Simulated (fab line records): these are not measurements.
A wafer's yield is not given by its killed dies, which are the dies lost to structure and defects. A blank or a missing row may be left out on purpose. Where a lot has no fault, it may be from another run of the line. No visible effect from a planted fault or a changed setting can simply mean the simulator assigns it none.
What tool caused it?    flow rit-cmos    Sampling: 7 lots, 21 wafers, 2 of 202 route steps

## WHAT THE GAUGES READ, wafer by wafer
RIT_CONTACT_OVL_MEAS_09.
lot   measured     on          CONTACT_OVL (nm)
L234  day 3 13:07  overlay-01  -0.2 -2.5 -1.2
L236  day 4 04:03  overlay-01  -0.5 0.2 -1.1
L239  day 4 15:41  overlay-02  -1.7 -1.4 -0.9
L241  day 5 10:22  overlay-02  1.9 -0.4 2.0
L244  day 5 18:25  overlay-01  -1.6 -0.4 -1.9
L250  day 6 23:10  overlay-01  240.1 238.5 238.9
L253  day 7 12:51  overlay-01  -2.2 -1.2 -4.5

## WHICH TOOL RAN EACH LOT (tool, then ch and the chambers of the sampled wafers, then the start)
lot   RIT_CONTACT_EXPOSE_05
L234  iline-stepper-02 ch 0, day 3 12:30
L236  iline-stepper-01 ch 0, day 4 03:25
L239  iline-stepper-02 ch 0, day 4 15:02
L241  iline-stepper-02 ch 0, day 5 09:44
L244  iline-stepper-02 ch 0, day 5 17:48
L250  iline-stepper-01 ch 0, day 6 22:31
L253  iline-stepper-02 ch 0, day 7 12:13
- RIT_CONTACT_EXPOSE_05: exposes mask M11, target cd 1000 nm.

## THE ANSWER, worked out from the rows above alone
Rule: what is usual is taken from the lots themselves. Put in order of their means at a reading, lots are off if they are a third of the lots or fewer, leave a main group of 4 or more, and stand apart from it by a gap of 3 or more times the standard deviation of the main group's means; of several such gaps the widest counts. A main group is skipped when, at the precision printed for the reading in the tables above, its means are all equal. A lot without any number at a reading at which 4 lots or more have one is off too. Any other lot the step has rows for is counted as sound.
Off: L250, at RIT_CONTACT_OVL_MEAS_09 (CONTACT_OVL). Mean -1.0 nm and standard deviation 1.1 in the main group.
A tool fits if, at a process step before that reading, it ran every lot that is off, and no sound lot after the first of them. Gauges at RIT_CONTACT_OVL_MEAS_09: tried the same way as those tools. One fits: iline-stepper-01 at RIT_CONTACT_EXPOSE_05. A fault onset in the window from L236 (day 4 03:25, its last sound lot) to L250 (day 6 22:31, its first lot off) fits.

## WHAT THE SIMULATOR HAD INSERTED
Scanner matching overlay: iline-stepper-01, from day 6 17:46 on, at RIT_CONTACT_EXPOSE_05. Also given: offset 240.
Struck lots among those shown: L250. This agrees with what the rule above found.
